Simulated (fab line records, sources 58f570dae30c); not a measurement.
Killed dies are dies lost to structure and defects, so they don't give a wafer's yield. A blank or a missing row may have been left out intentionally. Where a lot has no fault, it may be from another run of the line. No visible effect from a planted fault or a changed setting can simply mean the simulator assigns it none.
One fault through the eyes of 2 desks || flow berkeley_cmos170 || each desk has only its own numbers; what lay behind them comes last

FOR THE TOOL OWNER'S DESK: rtp_anneal-02
Per lot that ran on this tool, the mean of the sampled wafers carrying a number, from the tool's own readings at UCB170_SILICIDE_RTA_04 (time 15 s). A lot is out of limits, marked OUT, if its mean lies more than 4 standard deviations from the usual mean; the brackets give that distance.
Columns: A = lamp_power_pct at UCB170_SILICIDE_RTA_04, usual 11.0 %; B = wafer_temp_C_max at UCB170_SILICIDE_RTA_04, usual 652.5
{"lot": "L129", "first seen here": "day 10 03:13", "A": 11.6, "B": 653.0}
{"lot": "L138", "first seen here": "day 11 15:49", "A": 11.6, "B": 653.8}
{"lot": "L140", "first seen here": "day 12 01:16", "A": 11.6, "B": 653.6}
This desk found nothing out of limits on any of the 3 lots.

METROLOGY DESK
Means of the sampled wafers that have a number, per lot and without regard to the tool the lot ran on: this is what the gauges read. A lot is out of limits, marked OUT, if its mean lies more than 4 standard deviations from the usual mean; the brackets give that distance. 7 of its 12 readings are shown, namely those furthest out on some lot.
Columns: A = PSD_RS at UCB170_SDANNEAL_RS_MEAS_02, usual 75.6 ohm/sq; B = NSD_RS at UCB170_SDANNEAL_RS_MEAS_03, usual 37.25 ohm/sq; C = PLDD_RS at UCB170_SDANNEAL_RS_MEAS_04, usual 1030.9 ohm/sq; D = SILICIDE_TI_RS at UCB170_SILICIDE_RS_MEAS_02, usual 26.1 ohm/sq; E = SILICIDE_TI_THK at UCB170_SILICIDE_THK_MEAS_03, usual 30.0 nm; F = cd_nm at UCB170_CONTACT_CD_MEAS_15, usual 700.1 nm; G = M1_AL_THK at UCB170_M1_THK_MEAS_02, usual 593 nm
{"lot": "L127", "first seen here": "day 9 04:09", "A": 75.7, "B": 37.22, "C": 1031.6, "D": 26.2, "E": 30.0, "F": 697.6, "G": 589}
{"lot": "L129", "first seen here": "day 10 02:27", "A": 76.3, "B": 37.28, "C": 1037.4, "D": 26.0, "E": 30.0, "F": 699.9, "G": 579}
{"lot": "L135", "first seen here": "day 10 22:49", "A": 75.4, "B": 37.31, "C": 1032.9, "D": 26.0, "E": 30.1, "F": 701.0, "G": 596}
{"lot": "L138", "first seen here": "day 11 15:04", "A": 75.4, "B": 37.17, "C": 1032.7, "D": 25.7, "E": 30.2, "F": 700.0, "G": 593}
{"lot": "L140", "first seen here": "day 12 00:31", "A": 76.2, "B": 37.50, "C": 1029.5, "D": 25.5, "E": 30.6, "F": 702.1, "G": 600}
{"lot": "L141", "first seen here": "day 12 00:46", "A": 75.5, "B": 37.33, "C": 1027.8, "D": 26.2, "E": 30.0, "F": 700.2, "G": 588}
This desk found nothing out of limits on any of the 6 lots.

TAKEN TOGETHER
Nothing out of limits was seen by the tool owner's desk.
The metrology desk saw nothing out of limits.

WHAT THE SIMULATOR PUT IN
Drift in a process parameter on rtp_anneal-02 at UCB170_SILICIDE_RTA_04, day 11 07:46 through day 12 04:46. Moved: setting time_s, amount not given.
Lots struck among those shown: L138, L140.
